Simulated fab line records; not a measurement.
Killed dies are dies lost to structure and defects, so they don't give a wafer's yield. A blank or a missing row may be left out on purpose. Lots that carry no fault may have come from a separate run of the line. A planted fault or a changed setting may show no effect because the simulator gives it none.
Struck lot and sound lot, side by side -- flow rit_cmos -- 16 steps out of a route of 202
Sound: wafers L347.1, L347.2, L347.6. Wafers struck: L341.1, L341.2, L341.6. The cause is named last.
Per side, at each step with rows, come the tool, then ch with its chambers, and then its first start. Under that, the readings that differ: sound wafers -- struck wafers -- difference of the means -- sigmas: that difference in standard deviations of wafers without a fault.
alike: a reading whose means differ by less than 2 such deviations, as well as words and numbers matching on both sides. not compared: withheld readings; readings where some wafer has no value; bounds like >300 that might hide an equal value; numbers whose values overlap and for which the record gives no deviation.
Wherever a step has rows on one side only, a row that says differs or no value, or a row with sigmas, the two part there. When numbers do not overlap yet have no deviation, they are printed without sigmas and do not part them. A reading that every wafer of one side lacks parts them only if that side has two wafers or more.

first, 4 steps without rows for these wafers: RIT_ACTIVE_SOFTBAKE_07 (time 60 s); RIT_ACTIVE_EXPOSE_08 (exposes mask M1, target cd 1400 nm); RIT_ACTIVE_PEB_09; RIT_ACTIVE_DEVELOP_10 (develop time 50 s).
RIT_ACTIVE_CD_MEAS_11: target cd 1400 nm.
  struck on cd_sem-01, day 4 08:56; sound on cd_sem-01, day 5 15:23
  alike: cd_nm
then, 1 step without rows for these wafers: RIT_ACTIVE_HARDBAKE_12 (time 60 s).
RIT_ACTIVE_ETCH_13: etches Si3N4 in SF6, stops on SiO2, time 210 s, target depth 210 nm.
  sound on rie_diel-01 ch 0,3, day 5 15:40; struck on rie_diel-04 ch 1,2,3, day 4 09:14
  alike: drypump_motor_current_A, oes_product_au, throttle_valve_pct
  not compared: rf_hours_counter_h
RIT_ACTIVE_STRIP_14: strips in O2, time 180 s.
  sound on plasma_asher-04 ch 0,1, day 5 15:48; struck on plasma_asher-04 ch 0,1, day 4 09:22
  alike: drypump_motor_current_A
  not compared: rf_hours_counter_h
RIT_ACTIVE_CD_MEAS_90: target cd 1400 nm.
  struck on cd_sem-01, day 4 09:32; sound on cd_sem-01, day 5 15:58
  alike: cd_nm
then, 3 steps without rows for these wafers: RIT_ACTIVE_CLEAN_15 (cleans in SC1, time 600 s); RIT_ACTIVE_CLEAN_16 (cleans in dHF, time 30 s); RIT_ACTIVE_CLEAN_17 (cleans in SC2, time 600 s).
RIT_FOX1_OXIDATION_00: target thk 350.7 nm, ox time 1130 s.
  sound on furnace-02 ch 0, day 5 17:08; struck on furnace-03 ch 0, day 4 10:03
reading,sound,struck,difference,sigmas
spike_tc_centre_C (C),1104.2 1103.8 1102.0,1127.7 1126.7 1125.3,+23.2,+21
spike_tc_load_C (C),1121.8 1123.7 1120.8,1153.7 1152.6 1155.5,+31.8,+13
spike_tc_source_C (C),1126.4 1124.2 1125.3,1151.4 1150.1 1150.0,+25.2,+23
tube_center_temp_C (C),1099.9 1100.1 1100,1124.9 1125 1124.9,+24.9,+99 or more
tube_center_temp_C_max,1102.7 1103.1 1102.0,1127.1 1127.4 1127.4,+24.7,+59
zone_power_source_pct (%),46.6 46.3 45.9,49.2 48.2 48.8,+2.5,+4
model.SiO2_of_FOX1_OXIDATION_00.thk_nm (nm),354.6 348.6 350.8,402.3 403.9 405.9,+52.7,
RIT_FOX1_THK_MEAS_01:
  struck on film_metro-04, day 4 11:22; sound on film_metro-03, day 5 18:26
reading,sound,struck,difference,sigmas
FOX1_OXIDE_THK (nm),355 348 350,402 404 406,+53,+9
then, 1 step without rows for these wafers: RIT_FOX1_WET_ETCH_02 (etches SiO2 in BOE, target depth 350 nm, time 375.1 s).
RIT_M1_PROBE_99:
  the record holds rows for the sound wafers here (prober-01, day 7 10:46) but none for the struck ones

## WHERE THEY PART
Last at RIT_M1_PROBE_99 as far as this record goes, first at RIT_FOX1_OXIDATION_00.

WHY: the cause the simulator had injected
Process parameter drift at RIT_FOX1_OXIDATION_00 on furnace-03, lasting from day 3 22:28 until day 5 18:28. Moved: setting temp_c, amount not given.
